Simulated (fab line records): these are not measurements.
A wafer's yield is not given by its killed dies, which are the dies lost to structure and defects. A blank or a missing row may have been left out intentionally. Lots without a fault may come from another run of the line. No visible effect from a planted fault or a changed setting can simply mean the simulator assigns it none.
A struck lot beside a sound one + flow rit-cmos + 30 steps out of a route of 202
Sound: wafers L279.2, L279.3, L279.6. Struck: wafers L290.3, L290.5, L290.6. At the end, the cause is stated.
Per side, at each step with rows, come the tool, then ch with its chambers, and then its first start. Under that, the readings that differ: sound wafers + struck wafers + difference of the means + sigmas: that difference in standard deviations of wafers without a fault.
alike: readings whose means differ by less than 2 such deviations, and words and numbers that are the same on both sides. not compared: withheld readings, readings that some wafer has no value for, bounds like >300 that may hide the same value, and numbers for which the record gives no deviation and whose values overlap.
The two part at a step that has a row with sigmas, a row that says differs or no value, or rows on one side only. When numbers do not overlap yet have no deviation, they are printed without sigmas and do not part them. Lack of a reading on every wafer of one side parts them only where that side has two or more wafers.

RIT_FOX2_THK_MEAS_01:
  struck on film-metro-02, day 4 21:20; sound on film-metro-03, day 2 15:41
  alike: FOX2_OXIDE_THK
then, 2 steps without rows for these wafers: RIT_FOX2_CLEAN_02 (cleans in dHF, time 180 s); RIT_FOX2_WET_ETCH_03 (etches Si3N4 in H3PO4, target depth 195 nm, time 2700 s).
RIT_FOX2_THK_MEAS_90:
  struck on film-metro-04, day 4 22:13; sound on film-metro-02, day 2 16:34
  alike: FIELD_OXIDE_LEFT_1_THK
then, 6 steps without rows for these wafers: RIT_NWELL_HMDS_00 (prime time 60 s); RIT_NWELL_COAT_01 (resist thk 1300 nm); RIT_NWELL_SOFTBAKE_02 (time 60 s); RIT_NWELL_EXPOSE_03 (exposes mask M2, target cd 43900 nm); RIT_NWELL_PEB_04; RIT_NWELL_DEVELOP_05 (develop time 68 s).
RIT_NWELL_OVL_MEAS_06:
  struck on overlay-02, day 4 23:09; sound on overlay-02, day 2 17:30
  alike: NWELL_OVL
then, 1 step without rows for these wafers: RIT_NWELL_HARDBAKE_07 (time 120 s).
RIT_NWELL_IMPLANT_08:
  sound on implanter-02 ch 0, day 2 17:48; struck on implanter-04 ch 0, day 4 23:28
| reading       | sound                        | struck                        | difference | sigmas |
|---------------|------------------------------|-------------------------------|------------|--------|
| dose-ions-cm2 | 5.006e+13 5.01e+13 5.001e+13 | 5.247e+13 5.243e+13 5.237e+13 | +2.367e+12 | +46    |
  alike: beam-on-s
RIT_NWELL_STRIP_09: strips in O2, time 180 s.
  sound on plasma-asher-01 ch 0,1, day 2 17:56; struck on plasma-asher-03 ch 0,1, day 4 23:38
  alike: drypump-motor-current-A, o2-flow-sccm
  not compared: rf-hours-counter-h
RIT_NWELL_TW_MEAS_10:
  struck on film-metro-04, day 4 23:46; sound on film-metro-04, day 2 18:07
| reading  | sound          | struck         | difference | sigmas |
|----------|----------------|----------------|------------|--------|
| NWELL_TW | 2135 2137 2134 | 2165 2182 2176 | +39        | +2     |
then, 6 steps without rows for these wafers: RIT_PWELL_HMDS_00 (prime time 60 s); RIT_PWELL_COAT_01 (resist thk 1300 nm); RIT_PWELL_SOFTBAKE_02 (time 60 s); RIT_PWELL_EXPOSE_03 (exposes mask M3, target cd 43700 nm); RIT_PWELL_PEB_04; RIT_PWELL_DEVELOP_05 (develop time 68 s).
RIT_PWELL_OVL_MEAS_06:
  struck on overlay-01, day 5 00:47; sound on overlay-01, day 2 19:10
  alike: PWELL_OVL
then, 2 steps without rows for these wafers: RIT_PWELL_HARDBAKE_07 (time 120 s); RIT_PWELL_IMPLANT_08.
RIT_PWELL_STRIP_09: strips in O2, time 180 s.
  sound on plasma-asher-02 ch 0,1, day 2 19:38; struck on plasma-asher-03 ch 0,1, day 5 01:16
| reading                     | sound       | struck      | difference | sigmas |
|-----------------------------|-------------|-------------|------------|--------|
| drypump-motor-current-A (A) | 6.0 6.0 6.2 | 5.2 5.4 5.2 | -0.8       | -2     |
  alike: o2-flow-sccm
  not compared: rf-hours-counter-h
RIT_PWELL_TW_MEAS_10:
  struck on film-metro-02, day 5 01:24; sound on film-metro-02, day 2 19:49
  alike: PWELL_TW
then, 1 step without rows for these wafers: RIT_WELLDRIVE_ANNEAL_00 (time 14700 s).
RIT_WELLDRIVE_RS_MEAS_01: a four-point-probe measurement.
  struck on film-metro-04, day 5 06:34; sound on film-metro-02, day 3 01:02
| reading           | sound             | struck            | difference | sigmas |
|-------------------|-------------------|-------------------|------------|--------|
| NWELL_RS (ohm/sq) | 275.0 274.6 273.9 | 268.1 268.5 268.7 | -6.1       | -7     |
RIT_WELLDRIVE_RS_MEAS_02: a four-point-probe measurement.
  struck on film-metro-04, day 5 06:41; sound on film-metro-02, day 3 01:09
| reading           | sound             | struck            | difference | sigmas |
|-------------------|-------------------|-------------------|------------|--------|
| PWELL_RS (ohm/sq) | 428.0 429.1 427.9 | 429.9 430.9 431.3 | +2.4       | +2     |
RIT_M1_PROBE_99:
  struck on prober-01, day 6 11:23; sound on prober-02, day 4 06:45
| reading                                 | sound             | struck            | difference | sigmas |
|-----------------------------------------|-------------------|-------------------|------------|--------|
| model.etest.nwell-pinched.rs-ohm-sq     | 343.2 342.2 336.8 | 322.8 330.6 334.3 | -11.5      |        |
| model.etest.well-edge-right.line-ohm-um | 183.1 182.5 182.8 | 177.5 177.4 178.2 | -5.1       |        |
| model.etest.well-edge-left.line-ohm-um  | 184.1 183.3 182.1 | 176.8 176 176.4   | -6.8       |        |
  alike: killed-at-contacts, killed-at-front-end, killed-dies, killed-open, killed-short

== WHERE THEY PART ==
Last at RIT_WELLDRIVE_RS_MEAS_02 as far as this record goes, first at RIT_NWELL_IMPLANT_08. Later steps at which nothing parts them and some readings are alike: RIT_M1_PROBE_99.

WHY: what had been put in by the simulator
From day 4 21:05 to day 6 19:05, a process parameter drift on implanter-04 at RIT_NWELL_IMPLANT_08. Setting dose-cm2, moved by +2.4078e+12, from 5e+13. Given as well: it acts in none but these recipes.
